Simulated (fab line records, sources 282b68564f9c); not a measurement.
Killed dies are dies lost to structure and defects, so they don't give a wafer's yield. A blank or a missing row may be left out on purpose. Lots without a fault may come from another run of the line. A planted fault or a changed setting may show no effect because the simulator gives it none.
A struck lot beside a sound one | flow rit_cmos | 17 steps out of a route of 202
Sound: wafers L481.2, L481.3, L481.4. Struck: wafer L476.1. (L476.3, L476.5 of the same lot were not struck and are left out.) The cause comes at the end.
At each step with rows: each side's tool, then ch and its chambers, then its first start. Under that, the readings that differ: sound wafers | struck wafers | difference of the means | sigmas: that difference in standard deviations of wafers without a fault.
alike: readings whose means differ by less than 2 such deviations, and words and numbers that are the same on both sides. not compared: withheld readings, readings that some wafer has no value for, bounds like >300 that may hide the same value, and numbers for which the record gives no deviation and whose values overlap.
The two part at a step that has a row with sigmas, a row that says differs or no value, or rows on one side only. Numbers that don't overlap but have no deviation are shown without sigmas and don't part them. A reading that every wafer of one side lacks parts them only if that side has two wafers or more.

first, 1 step without rows for these wafers: RIT_PSD_IMPLANT_08.
RIT_PSD_STRIP_09: strips in O2, time 180 s.
  sound on plasma_asher-04 ch 0,1, day 6 08:16; struck on plasma_asher-03 ch 1, day 5 04:06
  alike: drypump_motor_current_A
  not compared: rf_hours_counter_h
RIT_PSD_TW_MEAS_10:
  sound on film_metro-02, day 6 08:27; struck on film_metro-02, day 5 04:17
  alike: PSD_TW
then, 3 steps without rows for these wafers: RIT_SDANNEAL_CLEAN_00 (cleans in SC1, time 600 s); RIT_SDANNEAL_CLEAN_01 (cleans in dHF, time 30 s); RIT_SDANNEAL_CLEAN_02 (cleans in SC2, time 600 s).
RIT_SDANNEAL_RTA_03: time 5 s.
  sound on rtp_anneal-02 ch 0, day 6 09:04; struck on rtp_anneal-02 ch 0, day 5 04:56
  alike: ramp_down_c_per_s, ramp_up_c_per_s, wafer_temp_C_max
RIT_SDANNEAL_RS_MEAS_04: measures by four-point-probe.
  sound on film_metro-02, day 6 09:08; struck on film_metro-01, day 5 04:59
  alike: PSD_RS
RIT_SDANNEAL_RS_MEAS_05: measures by four-point-probe.
  sound on film_metro-02, day 6 09:16; struck on film_metro-01, day 5 05:06
  alike: NSD_RS
RIT_SDANNEAL_RS_MEAS_06: measures by four-point-probe.
  sound on film_metro-02, day 6 09:23; struck on film_metro-01, day 5 05:13
  alike: PLDD_RS
RIT_SDANNEAL_RS_MEAS_07: measures by four-point-probe.
  sound on film_metro-02, day 6 09:30; struck on film_metro-01, day 5 05:20
  reading          | sound             | struck | difference | sigmas
  NLDD_RS (ohm/sq) | 152.4 152.2 151.9 | 150.7  | -1.5       | -3
then, 1 step without rows for these wafers: RIT_SILICIDE_WET_ETCH_00 (etches SiO2 in BOE, target depth 14 nm, time 15 s).
RIT_SILICIDE_SPUTTER_01: material Ti, target thk 30 nm, time 240 s.
  sound on pvd_sputter-04, day 6 09:37; struck on pvd_sputter-01, day 5 05:29
  reading                                     | sound             | struck | difference | sigmas
  model.Ti_of_SILICIDE_SPUTTER_01.thk_nm (nm) | 29.55 29.23 29.95 | 34.81  | +5.23      |
  alike: throttle_valve_pct
RIT_SILICIDE_RS_MEAS_02: measures by four-point-probe.
  sound on film_metro-04, day 6 09:47; struck on film_metro-01, day 5 05:38
  reading                 | sound          | struck | difference | sigmas
  SILICIDE_TI_RS (ohm/sq) | 48.7 49.5 47.9 | 39.8   | -8.9       | -10
RIT_SILICIDE_THK_MEAS_03: measures by xrf.
  sound on film_metro-04, day 6 09:54; struck on film_metro-01, day 5 05:45
  reading              | sound          | struck | difference | sigmas
  SILICIDE_TI_THK (nm) | 29.6 29.1 29.7 | 34.7   | +5.2       | +11
RIT_SILICIDE_RTA_04: time 10 s, ramp up 5 s, ramp down 5 s.
  sound on rtp_anneal-01 ch 0, day 6 09:58; struck on rtp_anneal-01 ch 0, day 5 05:49
  alike: wafer_temp_C_max
RIT_M1_PROBE_99:
  sound on prober-02, day 6 17:29; struck on prober-01, day 5 16:43
  reading                              | sound             | struck | difference | sigmas
  model.etest.npoly_line.line_ohm_um   | 176 171.8 169     | 155.5  | -16.8      |
  model.etest.ppoly_line.line_ohm_um   | 169.7 167.1 163.5 | 149.2  | -17.6      |
  model.etest.contact_pplus.end_ohm_um | 43.43 41.89 44.35 | 51.36  | +8.14      |
  model.etest.contact_nplus.end_ohm_um | 41.5 39.38 40.75  | 46.51  | +5.97      |
  model.etest.npoly_line.width_nm (nm) | 98.48 101.7 101.2 | 97.88  | -2.58      |
  model.etest.npoly_line.rs_ohm_sq     | 17.28 17.35 17.02 | 15.29  | -1.93      |
  model.etest.ppoly_line.rs_ohm_sq     | 16.75 16.88 16.51 | 14.79  | -1.92      |
  alike: killed_at_contacts, killed_at_front_end, killed_dies, killed_open, killed_short
  not compared: model.etest.ppoly_line.width_nm

WHERE THEY PART
First at RIT_SDANNEAL_RS_MEAS_07; last, within this record, at RIT_SILICIDE_THK_MEAS_03. Later steps at which nothing parts them and some readings are alike: RIT_SILICIDE_RTA_04, RIT_M1_PROBE_99.

WHY: what the simulator had put in
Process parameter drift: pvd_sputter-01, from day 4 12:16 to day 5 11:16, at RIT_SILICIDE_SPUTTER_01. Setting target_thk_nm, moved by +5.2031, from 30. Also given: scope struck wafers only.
